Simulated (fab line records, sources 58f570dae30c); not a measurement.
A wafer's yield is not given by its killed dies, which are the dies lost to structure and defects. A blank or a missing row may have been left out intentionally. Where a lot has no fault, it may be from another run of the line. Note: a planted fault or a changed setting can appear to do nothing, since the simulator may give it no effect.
2 desks looking at one fault | flow berkeley cmos170 | each desk has only its own numbers; what lay behind them comes last

== FROM THE METROLOGY DESK ==
What the gauges read for every lot (on any tool): the sampled wafers with a number, averaged. If a lot's mean is further than 4 standard deviations from the usual mean, the lot is out of limits and carries the mark OUT (the distance appears in the brackets).
Columns: A = cd nm at UCB170_M1_CD_MEAS_90, usual 700.6 nm; B = V1_OVL at UCB170_V1_OVL_MEAS_13, usual 1 nm; C = M3_BOW at UCB170_M3_BOW_MEAS_20, usual 36 um
lot  | first seen here | A     | B  | C
L315 | day 9 14:06     | 700.1 | 2  | 40
L316 | day 9 15:11     | 699.3 | -7 | 33
L318 | day 10 04:46    | 703.3 | 1  | 34
L319 | day 10 05:01    | 701.2 | 6  | 36
L321 | day 10 17:44    | 704.0 | 3  | 38
L322 | day 10 21:21    | 700.2 | 3  | 42
L320 | day 10 21:25    | 699.6 | 6  | 36
L324 | day 10 22:35    | 700.8 | 4  | 31
L326 | day 11 16:01    | 701.6 | 0  | 35
L328 | day 11 21:40    | 701.0 | 4  | 22
L329 | day 11 23:26    | 700.1 | 4  | 36
L332 | day 12 12:10    | 701.1 | 2  | 32
L335 | day 12 23:28    | 699.2 | -2 | 37
L337 | day 13 08:12    | 701.5 | 12 | 33
Result from this desk: across the 14 lots, nothing is out of limits.

== AT THE TOOL OWNER'S DESK: rie metal-01 ==
The tool's own readings at UCB170_M2_METAL_ETCH_18 (etches Al in Cl2/BCl3, stops on SiO2, target depth 1170 nm, time 195 s): means of the sampled wafers that have a number, for each lot that ran on this tool. If a lot's mean is further than 4 standard deviations from the usual mean, the lot is out of limits and carries the mark OUT (the distance appears in the brackets).
Columns: A = bias w at UCB170_M2_METAL_ETCH_18, usual 120.0 W; B = drypump motor current A at UCB170_M2_METAL_ETCH_18, usual 5.8 A; C = oes product au at UCB170_M2_METAL_ETCH_18, usual 0.842 a.u.; D = throttle valve pct at UCB170_M2_METAL_ETCH_18, usual 24.53 %
lot  | first seen here | A               | B   | C     | D
L315 | day 9 21:56     | 119.9           | 6.0 | 0.837 | 24.56
L318 | day 10 12:53    | 120.0           | 6.0 | 0.839 | 24.56
L322 | day 11 05:45    | 119.7           | 5.9 | 0.842 | 24.76
L326 | day 12 02:05    | 119.9           | 5.9 | 0.832 | 24.77
L332 | day 12 19:02    | 142.2 (+72) OUT | 6.0 | 0.840 | 24.55
L335 | day 13 06:55    | 141.7 (+70) OUT | 6.0 | 0.838 | 24.55
This desk finds L332, L335 out of limits, L332 being first, at day 12 19:02 (bias w at UCB170_M2_METAL_ETCH_18). L315, L318, L322, L326: within limits.

== PUT TOGETHER ==
The tool owner's desk had the chance to raise an alarm at day 12 19:02 on L332, L335.
The metrology desk saw nothing out of limits.
The metrology desk holds a record of L332, L335, inside its limits.
UCB170_M2_METAL_ETCH_18 was run on rie metal-01 by each of the lots named.

== WHAT WAS PUT IN BY THE SIMULATOR ==
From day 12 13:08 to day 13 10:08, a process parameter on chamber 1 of rie metal-01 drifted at UCB170_M2_METAL_ETCH_18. Setting bias w, moved by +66, from 120. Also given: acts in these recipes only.
Struck lots among those shown: L332, L335.
Time in hours from fault onset to the first out-of-limits reading at each desk: the tool owner's desk, 6.
